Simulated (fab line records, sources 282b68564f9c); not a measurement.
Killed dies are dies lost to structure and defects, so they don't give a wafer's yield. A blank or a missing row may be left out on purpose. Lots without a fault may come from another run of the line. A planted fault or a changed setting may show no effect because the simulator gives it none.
Problem report in the 8D (eight disciplines) form, filled by code | flow rit_cmos | the parts of the form that need people (team, actions taken, sign-off) are left out

1. THE PROBLEM
run_length_s at RIT_ACTIVE_ETCH_13 reads a mean of 296.3 s on 6 wafers of 2 lots; wafers without a fault read 238.3 s with a standard deviation of 0.42. That is +99 or more standard deviations from the usual mean.
The step: etches Si3N4 in SF6, stops on SiO2, time 210 s, target depth 210 nm.
First seen on wafer L108.3, day 4 02:58, on rie_diel-04. The record holds 18 wafers of 6 lots with a number at this step. Rule for "out", or "out of limits": more than 4 standard deviations from the usual mean. The other wafers with a number count as sound.

2. WHAT IT IS AND WHAT IT IS NOT
question                    | is                           | is not
which readings at this step | run_length_s, oes_product_au | drypump_motor_current_A, rf_fwd_power_W, throttle_valve_pct
which lots                  | L108, L112                   | L102, L114, L115, L997
which wafers of those lots  | all that have a number       | -
read on which tools         | rie_diel-04                  | rie_diel-01, rie_diel-03
when                        | from day 4 02:58             | up to then (6 sound wafers); but 6 sound wafers of L114, L115 came after

3. SUSPECTS, AND WHAT RULES EACH OUT
Counting: a tool at a process step up to the reading stays a suspect if it ran every lot that is out and no sound lot after the first of them.
- rie_diel-04 at RIT_ACTIVE_ETCH_13 (etches Si3N4 in SF6, stops on SiO2, time 210 s, target depth 210 nm): kept. It ran every lot that is out, first L108 (day 4 02:58), and no sound lot after that; its last sound lot up to then is L102 (day 2 20:55). Its own readings are out on those wafers: oes_product_au, run_length_s.
Left after counting: rie_diel-04 at RIT_ACTIVE_ETCH_13.

4. THE CAUSE (what the simulator had put in)
Process parameter drift: rie_diel-04, from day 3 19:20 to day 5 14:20, at RIT_ACTIVE_ETCH_13. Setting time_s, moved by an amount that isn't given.
Counting left only this tool.

5. THE CHAIN OF EFFECTS, in route order
Each row: a reading whose mean over the struck wafers that have a number lies more than 3 standard deviations from the usual. Only readings for which the record gives a usual standard deviation are gone through. hours: the time from each lot's start at the first step in this table that gives one to its start at this step, as a median over the lots. sigmas: the change in usual standard deviations.
hours | step               | reading        | usual      | on struck wafers | change | sigmas
0     | RIT_ACTIVE_ETCH_13 | oes_product_au | 0.821 a.u. | 0.730            | -0.091 | -9.9
0     | RIT_ACTIVE_ETCH_13 | run_length_s   | 238.3 s    | 296.3            | +58.0  | +99 or more
The process steps in it:
- RIT_ACTIVE_ETCH_13: etches Si3N4 in SF6, stops on SiO2, time 210 s, target depth 210 nm.
Later measuring or inspecting steps at which every struck wafer that the step has a row for has a number for every such reading, and none has moved that far: RIT_ACTIVE_CD_MEAS_90, RIT_FOX1_THK_MEAS_01, RIT_FOX2_THK_MEAS_01, RIT_FOX2_THK_MEAS_90.

6. WHAT WOULD HAVE CAUGHT IT SOONER
In this record the first reading out of limits was taken at day 4 02:58, 8 hours after the fault began at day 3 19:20.
